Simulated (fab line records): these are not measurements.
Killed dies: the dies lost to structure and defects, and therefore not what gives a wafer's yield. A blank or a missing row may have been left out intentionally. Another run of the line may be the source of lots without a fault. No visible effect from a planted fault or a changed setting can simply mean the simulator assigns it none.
Check of tool commonality :: flow rit-cmos :: Lots sampled 15, wafers sampled 45

== WHY IT WAS OPENED ==
Of 15 lots, 3 have the reading PRETRO_TW flagged at RIT_PRETRO_TW_MEAS_10. Wafers without a fault read 471, standard deviation 5.8.
Rule: flag the lot when none of its wafers has a number, or when each of its wafers that has one lies beyond 4 standard deviations from that mean. The rest of the lots are taken to be sound.

lot: L735
measured: day 2 10:05
on: film-metro-04
PRETRO_TW, wafer by wafer: 476 474 473
flag: 

lot: L736
measured: day 2 15:04
on: film-metro-01
PRETRO_TW, wafer by wafer: 479 478 477
flag: 

lot: L737
measured: day 2 22:43
on: film-metro-01
PRETRO_TW, wafer by wafer: 476 479 475
flag: 

lot: L739
measured: day 3 05:03
on: film-metro-04
PRETRO_TW, wafer by wafer: 478 473 478
flag: 

lot: L740
measured: day 3 11:25
on: film-metro-01
PRETRO_TW, wafer by wafer: 476 474 477
flag: 

lot: L742
measured: day 3 19:16
on: film-metro-04
PRETRO_TW, wafer by wafer: 474 475 475
flag: 

lot: L743
measured: day 4 02:22
on: film-metro-01
PRETRO_TW, wafer by wafer: 472 475 473
flag: 

lot: L745
measured: day 4 16:14
on: film-metro-03
PRETRO_TW, wafer by wafer: 459 461 462
flag: 

lot: L748
measured: day 5 05:24
on: film-metro-03
PRETRO_TW, wafer by wafer: 463 465 464
flag: 

lot: L749
measured: day 5 10:02
on: film-metro-03
PRETRO_TW, wafer by wafer: 461 462 463
flag: 

lot: L750
measured: day 5 11:46
on: film-metro-03
PRETRO_TW, wafer by wafer: 463 463 462
flag: 

lot: L752
measured: day 5 22:51
on: film-metro-04
PRETRO_TW, wafer by wafer: 473 475 476
flag: 

lot: L754
measured: day 6 08:09
on: film-metro-04
PRETRO_TW, wafer by wafer: 432 430 429
flag: FLAGGED

lot: L755
measured: day 6 13:30
on: film-metro-01
PRETRO_TW, wafer by wafer: 430 432 432
flag: FLAGGED

lot: L756
measured: day 6 18:22
on: film-metro-03
PRETRO_TW, wafer by wafer: 423 425 422
flag: FLAGGED
The numbers of the flagged lots are 428 on average: -43 against the usual, or -7 standard deviations.

== EACH LOT AND THE TOOL IT RAN ON ==
The record keeps 1 process step preceding the reading, out of 202 steps on the route. Each cell gives the tool, then ch followed by the chambers the sampled wafers passed through, then the start.
lot: L735
flag: 
RIT_PRETRO_IMPLANT_08: implanter-01 ch 0, day 2 09:46

lot: L736
flag: 
RIT_PRETRO_IMPLANT_08: implanter-01 ch 0, day 2 14:45

lot: L737
flag: 
RIT_PRETRO_IMPLANT_08: implanter-02 ch 0, day 2 22:24

lot: L739
flag: 
RIT_PRETRO_IMPLANT_08: implanter-02 ch 0, day 3 04:45

lot: L740
flag: 
RIT_PRETRO_IMPLANT_08: implanter-01 ch 0, day 3 11:08

lot: L742
flag: 
RIT_PRETRO_IMPLANT_08: implanter-02 ch 0, day 3 18:58

lot: L743
flag: 
RIT_PRETRO_IMPLANT_08: implanter-02 ch 0, day 4 02:04

lot: L745
flag: 
RIT_PRETRO_IMPLANT_08: implanter-03 ch 0, day 4 15:55

lot: L748
flag: 
RIT_PRETRO_IMPLANT_08: implanter-01 ch 0, day 5 05:05

lot: L749
flag: 
RIT_PRETRO_IMPLANT_08: implanter-01 ch 0, day 5 09:44

lot: L750
flag: 
RIT_PRETRO_IMPLANT_08: implanter-02 ch 0, day 5 11:26

lot: L752
flag: 
RIT_PRETRO_IMPLANT_08: implanter-02 ch 0, day 5 22:32

lot: L754
flag: FLAGGED
RIT_PRETRO_IMPLANT_08: implanter-02 ch 0, day 6 07:52

lot: L755
flag: FLAGGED
RIT_PRETRO_IMPLANT_08: implanter-02 ch 0, day 6 13:11

lot: L756
flag: FLAGGED
RIT_PRETRO_IMPLANT_08: implanter-02 ch 0, day 6 17:55
These steps, and what they do:
- RIT_PRETRO_IMPLANT_08
- RIT_PRETRO_TW_MEAS_10

== FLAGGED OVER TOTAL, TOOL BY TOOL (the gauges that took the reading come last) ==
step: RIT_PRETRO_IMPLANT_08
tool: implanter-01
lots run: 5
flagged: 0
share of the flagged lots: none
sound lots run after its first flagged lot: -

step: RIT_PRETRO_IMPLANT_08
tool: implanter-02
lots run: 9
flagged: 3
share of the flagged lots: all
sound lots run after its first flagged lot: 0

step: RIT_PRETRO_IMPLANT_08
tool: implanter-03
lots run: 1
flagged: 0
share of the flagged lots: none
sound lots run after its first flagged lot: -

step: RIT_PRETRO_TW_MEAS_10
tool: film-metro-01
lots run: 5
flagged: 1
share of the flagged lots: some
sound lots run after its first flagged lot: 0

step: RIT_PRETRO_TW_MEAS_10
tool: film-metro-03
lots run: 5
flagged: 1
share of the flagged lots: some
sound lots run after its first flagged lot: 0

step: RIT_PRETRO_TW_MEAS_10
tool: film-metro-04
lots run: 5
flagged: 1
share of the flagged lots: some
sound lots run after its first flagged lot: 0

== THE TABLE: WHAT IT ALLOWS ==
In the table, 1 row covers all flagged lots: implanter-02 at RIT_PRETRO_IMPLANT_08.
- implanter-02 at RIT_PRETRO_IMPLANT_08 ran 9 lots, 3 of them flagged. Its last sound lot is L752 (day 5 22:32), its first flagged lot L754 (day 6 07:52): a fault that began between those two fits. Its own readings (dose-ions-cm2, faraday-current-uA) fall more than 4 standard deviations out on all wafers of the flagged lots.
What remains is a single tool, implanter-02 at RIT_PRETRO_IMPLANT_08.

== WHAT THE SIMULATOR HAD PUT IN ==
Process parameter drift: implanter-02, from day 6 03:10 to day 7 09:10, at RIT_PRETRO_IMPLANT_08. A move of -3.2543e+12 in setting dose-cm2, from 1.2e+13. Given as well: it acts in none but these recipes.
Shown lots that were struck: L754, L755, L756. The same result came from the rule above.
